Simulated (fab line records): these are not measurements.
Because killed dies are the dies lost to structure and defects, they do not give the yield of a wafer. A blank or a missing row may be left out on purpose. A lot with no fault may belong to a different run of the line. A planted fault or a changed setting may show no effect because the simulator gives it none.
Which tool did it? + flow berkeley cmos170 + 39 wafers from 13 lots sampled at 2 of the route's 331 steps

## WHAT THE GAUGES SHOWED, per wafer
UCB170_V1_OVL_MEAS_13. Usual: V1_OVL 2 nm, standard deviation 5.6.
| lot  | measured     | on         | V1_OVL (nm) | flag |
|------|--------------|------------|-------------|------|
| L796 | day 7 19:11  | overlay-02 | 3 -1 -3     |      |
| L795 | day 7 22:08  | overlay-01 | 2 -1 0      |      |
| L797 | day 8 03:38  | overlay-02 | 8 12 5      |      |
| L799 | day 8 04:01  | overlay-01 | 1 2 8       |      |
| L801 | day 8 04:16  | overlay-02 | -1 -1 -1    |      |
| L802 | day 9 00:04  | overlay-01 | -3 -3 1     |      |
| L804 | day 9 06:22  | overlay-01 | 13 18 10    |      |
| L803 | day 9 06:38  | overlay-01 | -3 -3 -2    |      |
| L805 | day 10 14:24 | overlay-02 | -5 -4 -4    |      |
| L812 | day 11 01:48 | overlay-01 | 8 6 2       |      |
| L813 | day 11 08:20 | overlay-02 | 9 8 2       |      |
| L814 | day 11 16:20 | overlay-01 | -1 -1 -3    |      |
| L816 | day 12 08:40 | overlay-01 | 0 1 -5      |      |

UCB170_M2_THK_MEAS_03: measures by xrf. Usual: M2_AL_THK 900 nm, standard deviation 10.
| lot  | measured     | on            | M2_AL_THK (nm) | flag |
|------|--------------|---------------|----------------|------|
| L796 | day 7 19:53  | film metro-01 | 892 892 899    |      |
| L795 | day 7 22:50  | film metro-02 | 884 879 897    |      |
| L797 | day 8 04:25  | film metro-02 | 907 914 902    |      |
| L799 | day 8 04:43  | film metro-01 | 895 899 903    |      |
| L801 | day 8 04:58  | film metro-02 | 903 906 890    |      |
| L802 | day 9 00:47  | film metro-01 | 900 887 875    |      |
| L804 | day 9 07:04  | film metro-04 | 915 898 903    |      |
| L803 | day 9 07:20  | film metro-04 | 887 903 892    |      |
| L805 | day 10 15:06 | film metro-01 | 883 902 897    |      |
| L812 | day 11 02:31 | film metro-04 | 912 913 898    |      |
| L813 | day 11 09:03 | film metro-04 | 904 903 911    |      |
| L814 | day 11 17:03 | film metro-02 | 902 907 912    |      |
| L816 | day 12 09:22 | film metro-01 | 910 892 899    |      |

## TOOL THAT RAN EACH LOT (tool first, then ch and the chambers of the sampled wafers, then the start)
Record: no process step prior to these readings.

## AS READ BY THE TOOLS THEMSELVES (means over the sampled wafers that have a number; for cases with no such wafer, the mark the record gives instead)
The record holds no such reading with a usual standard deviation.

## THE ANSWER, worked out from the rows above alone
Rule: a lot counts as off when the mean over its wafers that have a number is more than 3 standard deviations away from the usual mean. Also off: a lot with no number at a reading for which 4 or more lots have one. Where the step has rows for the other lots, those lots are counted as sound. Order of review: gauges by route order, followed by the tools' own readings, for which a lot's mean as printed above is used. The first step at which some lot is off is used, and at that step the reading that is off furthest; a lot without a number counts as furthest.
Across all readings shown, no lot is off: no conclusion can be drawn from this.

## WHAT THE SIMULATOR HAD PUT IN
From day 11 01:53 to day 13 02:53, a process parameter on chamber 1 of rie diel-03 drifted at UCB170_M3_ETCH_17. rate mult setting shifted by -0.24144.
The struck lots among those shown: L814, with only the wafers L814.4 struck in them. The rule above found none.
